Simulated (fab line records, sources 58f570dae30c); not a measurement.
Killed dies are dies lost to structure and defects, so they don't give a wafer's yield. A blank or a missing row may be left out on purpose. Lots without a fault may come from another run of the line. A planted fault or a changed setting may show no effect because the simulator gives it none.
Which tool did it? | flow berkeley_cmos170 | 7 lots, 21 wafers sampled, at 2 steps of a route of 331

WHAT THE GAUGES READ, wafer by wafer
UCB170_NWELL_OVL_MEAS_12.
lot  | measured    | on         | NWELL_OVL (nm)
L140 | day 2 18:08 | overlay-02 | -1 -2 -4
L142 | day 3 03:10 | overlay-02 | -3 4 3
L146 | day 3 18:06 | overlay-01 | -3 1 -1
L153 | day 5 10:26 | overlay-01 | 3 4 3
L156 | day 6 08:49 | overlay-02 | 0 -2 1
L158 | day 6 16:35 | overlay-01 | 1 -8 -1
L162 | day 7 14:19 | overlay-02 | -3 2 -4

WHICH TOOL RAN EACH LOT (tool, then ch and the chambers of the sampled wafers, then the start)
lot  | UCB170_ZERO_HMDS_00
L140 | litho_track-03 ch 0, day 2 02:19
L142 | litho_track-03 ch 0, day 2 12:17
L146 | litho_track-03 ch 0, day 3 03:19
L153 | litho_track-01 ch 0, day 4 18:37
L156 | litho_track-03 ch 0, day 5 10:21
L158 | litho_track-04 ch 0, day 5 21:29
L162 | litho_track-03 ch 0, day 6 15:29
- UCB170_ZERO_HMDS_00: prime time 60 s.

THE ANSWER, worked out from the rows above alone
Rule: what is usual is taken from the lots themselves. Put in order of their means at a reading, lots are off if they are a third of the lots or fewer, leave a main group of 4 or more, and stand apart from it by a gap of 3 or more times the standard deviation of the main group's means; of several such gaps the widest counts. A main group whose means are all the same, to the digits that the tables above print for the reading, isn't used. A lot without any number at a reading at which 4 lots or more have one is off too. The other lots that the step has rows for count as sound.
No lot is off at any reading shown: from this, nothing can be told.

WHAT THE SIMULATOR HAD PUT IN
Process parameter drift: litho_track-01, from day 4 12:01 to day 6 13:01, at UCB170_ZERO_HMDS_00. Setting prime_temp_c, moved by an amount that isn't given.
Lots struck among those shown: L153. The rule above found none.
